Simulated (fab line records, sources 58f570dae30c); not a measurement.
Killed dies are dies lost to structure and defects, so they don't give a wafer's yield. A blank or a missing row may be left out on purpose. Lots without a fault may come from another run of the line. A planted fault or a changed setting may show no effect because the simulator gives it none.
One fault seen from 2 desks | flow berkeley_cmos170 | each desk has only its own numbers; what lay behind them comes last

THE TOOL OWNER'S DESK: litho_track-03
The tool's own readings at UCB170_BACKSIDE_SOFTBAKE_02 (time 60 s): means of the sampled wafers that have a number, for each lot that ran on this tool. A lot is out of limits, marked OUT, if its mean lies more than 4 standard deviations from the usual mean; the brackets give that distance.
Columns: A = run_length_s at UCB170_BACKSIDE_SOFTBAKE_02, usual 89.3 s
lot  | first seen here | A
L102 | day 8 02:38     | 88.8
L104 | day 8 11:28     | 89.0
L105 | day 8 16:07     | 99.5 (+33) OUT
L110 | day 9 13:19     | 99.6 (+33) OUT
This desk's finding: out of limits on L105, L110; first on L105, day 8 16:07 (run_length_s at UCB170_BACKSIDE_SOFTBAKE_02). In limits: L102, L104.

THE METROLOGY DESK
What the gauges read, lot by lot, whatever tool the lot ran on: means of the sampled wafers that have a number. A lot is out of limits, marked OUT, if its mean lies more than 4 standard deviations from the usual mean; the brackets give that distance.
Columns: A = cd_nm at UCB170_PSD_CD_MEAS_06, usual 1199.9 nm; B = SILICIDE_TI_THK at UCB170_SILICIDE_THK_MEAS_03, usual 30.3 nm; C = cd_nm at UCB170_M1_CD_MEAS_09, usual 700.4 nm
lot  | first seen here | A      | B    | C
L997 | day 6 10:09     | 1198.5 | 29.8 | 701.4
L998 | day 6 19:22     | 1198.8 | 31.0 | 698.9
L999 | day 6 19:59     | 1200.5 | 30.4 | 699.7
L101 | day 7 03:33     | 1200.5 | 30.2 | 701.7
L100 | day 7 03:49     | 1200.1 | 29.7 | 699.1
L102 | day 7 22:09     | 1200.0 | 30.3 | 700.4
L104 | day 8 05:35     | 1200.6 | 30.1 | 701.5
L106 | day 8 12:58     | 1201.2 | 30.8 | 702.2
L108 | day 8 13:16     | 1200.8 | 29.8 | 701.0
L105 | day 8 13:30     | 1198.8 | 30.8 | 698.3
L110 | day 9 09:54     | 1199.6 | 30.0 | 701.0
L115 | day 10 12:55    | 1198.4 | 29.9 | 699.3
L114 | day 10 13:10    | 1200.1 | 30.1 | 698.0
L117 | day 11 01:16    | 1201.2 | 30.5 | 699.5
This desk's finding: nothing out of limits on any of the 14 lots.

PUT TOGETHER
The tool owner's desk could have raised an alarm at day 8 16:07, on L105, L110.
The metrology desk saw nothing out of limits.
The metrology desk has L105, L110 on record, within its limits.
Of the lots named, all ran UCB170_BACKSIDE_SOFTBAKE_02 on litho_track-03.

WHAT THE SIMULATOR HAD PUT IN
Process parameter drift: litho_track-03, from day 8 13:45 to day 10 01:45, at UCB170_BACKSIDE_SOFTBAKE_02. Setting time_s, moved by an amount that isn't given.
Lots struck among those shown: L105, L110.
Hours from the fault's start to each desk's first reading out of limits: the tool owner's desk, 2.
